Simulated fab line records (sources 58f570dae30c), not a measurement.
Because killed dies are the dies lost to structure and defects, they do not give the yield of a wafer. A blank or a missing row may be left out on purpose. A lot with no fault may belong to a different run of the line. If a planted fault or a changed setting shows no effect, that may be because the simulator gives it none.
What tool caused it? :: flow berkeley-cmos170 :: 15 lots, 44 wafers sampled, at 4 steps of a route of 331

== WHAT THE GAUGES SHOWED, per wafer ==
UCB170_V1_BOW_MEAS_03.
lot: L247
measured: day 8 17:11
on: film-metro-04
V1_BOW (um): 30 14 12

lot: L248
measured: day 8 15:49
on: film-metro-04
V1_BOW (um): 20 25 27

lot: L249
measured: day 9 04:38
on: film-metro-01
V1_BOW (um): 21 26 24

lot: L251
measured: day 9 08:20
on: film-metro-04
V1_BOW (um): 10 19 12

lot: L253
measured: day 9 20:11
on: film-metro-04
V1_BOW (um): 18 22 18

lot: L255
measured: day 10 06:55
on: film-metro-04
V1_BOW (um): 22 20

lot: L256
measured: day 10 05:34
on: film-metro-04
V1_BOW (um): 20 33 34

lot: L258
measured: day 11 00:39
on: film-metro-02
V1_BOW (um): 19 12 17

lot: L261
measured: day 11 16:46
on: film-metro-01
V1_BOW (um): 17 12 20

lot: L262
measured: day 11 16:45
on: film-metro-04
V1_BOW (um): 22 23 14

lot: L264
measured: day 12 01:55
on: film-metro-04
V1_BOW (um): 39 23 23

lot: L265
measured: day 12 04:32
on: film-metro-04
V1_BOW (um): 14 5 11

lot: L267
measured: day 12 20:20
on: film-metro-02
V1_BOW (um): 28 32 23

lot: L268
measured: day 12 18:59
on: film-metro-04
V1_BOW (um): 20 25 2

lot: L269
measured: day 12 21:40
on: film-metro-02
V1_BOW (um): 16 11 17

UCB170_M3_CD_MEAS_15: the cd target is 700 nm.
lot: L247
measured: day 9 03:45
on: cd-sem-02
cd-nm (nm): 702.2 699.8 702.9

lot: L248
measured: day 9 03:43
on: cd-sem-01
cd-nm (nm): 699.0 699.5 697.6

lot: L249
measured: day 9 15:32
on: cd-sem-01
cd-nm (nm): 699.8 700.0 698.8

lot: L251
measured: day 9 18:22
on: cd-sem-02
cd-nm (nm): 700.0 700.6 699.2

lot: L253
measured: day 10 06:35
on: cd-sem-01
cd-nm (nm): 697.6 698.4 697.5

lot: L255
measured: day 10 19:44
on: cd-sem-01
cd-nm (nm): 701.1 700.4

lot: L256
measured: day 10 16:01
on: cd-sem-01
cd-nm (nm): 700.5 702.8 700.6

lot: L258
measured: day 11 12:31
on: cd-sem-02
cd-nm (nm): 700.9 701.2 701.7

lot: L261
measured: day 12 03:55
on: cd-sem-01
cd-nm (nm): 700.5 700.6 701.3

lot: L262
measured: day 12 03:19
on: cd-sem-02
cd-nm (nm): 700.3 701.2 702.0

lot: L264
measured: day 12 15:07
on: cd-sem-02
cd-nm (nm): 697.6 700.4 700.8

lot: L265
measured: day 12 16:26
on: cd-sem-01
cd-nm (nm): 702.7 701.3 703.2

lot: L267
measured: day 13 07:50
on: cd-sem-02
cd-nm (nm): 700.8 700.4 699.9

lot: L268
measured: day 13 05:35
on: cd-sem-02
cd-nm (nm): 700.7 699.4 700.2

lot: L269
measured: day 13 08:26
on: cd-sem-02
cd-nm (nm): 698.3 698.3 697.9

== TOOL THAT RAN EACH LOT (tool first, then ch and the chambers of the sampled wafers, then the start) ==
lot: L247
UCB170_NWELL_CVD_04: lpcvd-01 ch 1, day 2 12:49
UCB170_M2_STRIP_07: plasma-asher-03 ch 0, day 8 20:49

lot: L248
UCB170_NWELL_CVD_04: lpcvd-01 ch 0, day 2 12:49
UCB170_M2_STRIP_07: plasma-asher-03 ch 0,1, day 8 19:34

lot: L249
UCB170_NWELL_CVD_04: lpcvd-02 ch 0, day 2 20:15
UCB170_M2_STRIP_07: plasma-asher-02 ch 0,1, day 9 08:38

lot: L251
UCB170_NWELL_CVD_04: lpcvd-01 ch 0, day 3 06:24
UCB170_M2_STRIP_07: plasma-asher-04 ch 0,1, day 9 11:14

lot: L253
UCB170_NWELL_CVD_04: lpcvd-01 ch 0, day 3 17:07
UCB170_M2_STRIP_07: plasma-asher-03 ch 0,1, day 9 23:47

lot: L255
UCB170_NWELL_CVD_04: lpcvd-01 ch 1, day 4 08:13
UCB170_M2_STRIP_07: plasma-asher-04 ch 0, day 10 10:43

lot: L256
UCB170_NWELL_CVD_04: lpcvd-01 ch 1, day 4 08:13
UCB170_M2_STRIP_07: plasma-asher-03 ch 0,1, day 10 08:45

lot: L258
UCB170_NWELL_CVD_04: lpcvd-01 ch 1, day 5 03:26
UCB170_M2_STRIP_07: plasma-asher-04 ch 0,1, day 11 03:51

lot: L261
UCB170_NWELL_CVD_04: lpcvd-02 ch 1, day 5 19:15
UCB170_M2_STRIP_07: plasma-asher-03 ch 0,1, day 11 21:16

lot: L262
UCB170_NWELL_CVD_04: lpcvd-02 ch 0, day 5 19:15
UCB170_M2_STRIP_07: plasma-asher-02 ch 0,1, day 11 20:50

lot: L264
UCB170_NWELL_CVD_04: lpcvd-02 ch 1, day 6 03:25
UCB170_M2_STRIP_07: plasma-asher-04 ch 0,1, day 12 06:36

lot: L265
UCB170_NWELL_CVD_04: lpcvd-02 ch 1, day 6 13:06
UCB170_M2_STRIP_07: plasma-asher-04 ch 0,1, day 12 08:59

lot: L267
UCB170_NWELL_CVD_04: lpcvd-02 ch 0, day 7 00:55
UCB170_M2_STRIP_07: plasma-asher-04 ch 0,1, day 12 23:48

lot: L268
UCB170_NWELL_CVD_04: lpcvd-02 ch 0, day 7 00:55
UCB170_M2_STRIP_07: plasma-asher-02 ch 0,1, day 12 21:50

lot: L269
UCB170_NWELL_CVD_04: lpcvd-02 ch 1, day 7 06:36
UCB170_M2_STRIP_07: plasma-asher-02 ch 0,1, day 13 00:26
- UCB170_NWELL_CVD_04: deposits Si3N4 from SiH2Cl2/NH3, target thk 224 nm, time 3360 s.
- UCB170_M2_STRIP_07: strips in O2.

== WHAT THE TOOLS THEMSELVES READ (means of the sampled wafers that have a number; where no wafer has one, the mark that the record gives instead) ==
UCB170_NWELL_CVD_04.
lot: L247
tool: lpcvd-01
spike-tc-centre-C (C): 802.5

lot: L248
tool: lpcvd-01
spike-tc-centre-C (C): 804.1

lot: L249
tool: lpcvd-02
spike-tc-centre-C (C): 803.9

lot: L251
tool: lpcvd-01
spike-tc-centre-C (C): 803.5

lot: L253
tool: lpcvd-01
spike-tc-centre-C (C): 802.9

lot: L255
tool: lpcvd-01
spike-tc-centre-C (C): 803.4

lot: L256
tool: lpcvd-01
spike-tc-centre-C (C): 802.8

lot: L258
tool: lpcvd-01
spike-tc-centre-C (C): 802.7

lot: L261
tool: lpcvd-02
spike-tc-centre-C (C): 802.5

lot: L262
tool: lpcvd-02
spike-tc-centre-C (C): 802.8

lot: L264
tool: lpcvd-02
spike-tc-centre-C (C): 803.7

lot: L265
tool: lpcvd-02
spike-tc-centre-C (C): 802.7

lot: L267
tool: lpcvd-02
spike-tc-centre-C (C): 803.0

lot: L268
tool: lpcvd-02
spike-tc-centre-C (C): 803.1

lot: L269
tool: lpcvd-02
spike-tc-centre-C (C): 802.9

UCB170_M2_STRIP_07.
lot: L247
tool: plasma-asher-03
drypump-motor-current-A (A): 5.9
oes-product-au (a.u.): 0.734
strip-time-to-endpoint-s (s): 21.91

lot: L248
tool: plasma-asher-03
drypump-motor-current-A (A): 6.5
oes-product-au (a.u.): 0.735
strip-time-to-endpoint-s (s): 21.92

lot: L249
tool: plasma-asher-02
drypump-motor-current-A (A): 6.2
oes-product-au (a.u.): 0.731
strip-time-to-endpoint-s (s): 21.99

lot: L251
tool: plasma-asher-04
drypump-motor-current-A (A): 5.7
oes-product-au (a.u.): 0.737
strip-time-to-endpoint-s (s): 21.88

lot: L253
tool: plasma-asher-03
drypump-motor-current-A (A): 6.4
oes-product-au (a.u.): 0.734
strip-time-to-endpoint-s (s): 21.97

lot: L255
tool: plasma-asher-04
drypump-motor-current-A (A): 5.8
oes-product-au (a.u.): 0.734
strip-time-to-endpoint-s (s): 22.00

lot: L256
tool: plasma-asher-03
drypump-motor-current-A (A): 6.2
oes-product-au (a.u.): 0.733
strip-time-to-endpoint-s (s): 21.92

lot: L258
tool: plasma-asher-04
drypump-motor-current-A (A): 5.8
oes-product-au (a.u.): 0.730
strip-time-to-endpoint-s (s): 21.98

lot: L261
tool: plasma-asher-03
drypump-motor-current-A (A): 6.5
oes-product-au (a.u.): 0.738
strip-time-to-endpoint-s (s): 21.96

lot: L262
tool: plasma-asher-02
drypump-motor-current-A (A): 6.2
oes-product-au (a.u.): 0.735
strip-time-to-endpoint-s (s): 22.08

lot: L264
tool: plasma-asher-04
drypump-motor-current-A (A): 5.8
oes-product-au (a.u.): 0.734
strip-time-to-endpoint-s (s): 22.02

lot: L265
tool: plasma-asher-04
drypump-motor-current-A (A): 5.7
oes-product-au (a.u.): 0.732
strip-time-to-endpoint-s (s): 21.97

lot: L267
tool: plasma-asher-04
drypump-motor-current-A (A): 5.8
oes-product-au (a.u.): 0.733
strip-time-to-endpoint-s (s): 22.04

lot: L268
tool: plasma-asher-02
drypump-motor-current-A (A): 6.2
oes-product-au (a.u.): 0.735
strip-time-to-endpoint-s (s): 21.98

lot: L269
tool: plasma-asher-02
drypump-motor-current-A (A): 6.1
oes-product-au (a.u.): 0.734
strip-time-to-endpoint-s (s): 22.03

== THE ANSWER, worked out from the rows above alone ==
Rule: what is usual is taken from the lots themselves. The widest of any qualifying gaps counts: lots, ordered by their means at a reading, are off when they make up no more than a third of the lots, leave a main group of 4 or more, and stand apart from it by 3 or more times the standard deviation of that group's means. A main group whose means are all the same, to the digits that the tables above print for the reading, isn't used. Also off: a lot with no number at a reading for which 4 or more lots have one. The other lots that the step has rows for count as sound. After the gauges, taken in route order, come the tools' own readings; for these a lot's mean is taken, as printed above. At the first step where some lot is off, the reading lying furthest off is the one used; lots without a number count as furthest.
None of the lots is off at any reading shown; this tells nothing.

== WHAT WAS PUT IN BY THE SIMULATOR ==
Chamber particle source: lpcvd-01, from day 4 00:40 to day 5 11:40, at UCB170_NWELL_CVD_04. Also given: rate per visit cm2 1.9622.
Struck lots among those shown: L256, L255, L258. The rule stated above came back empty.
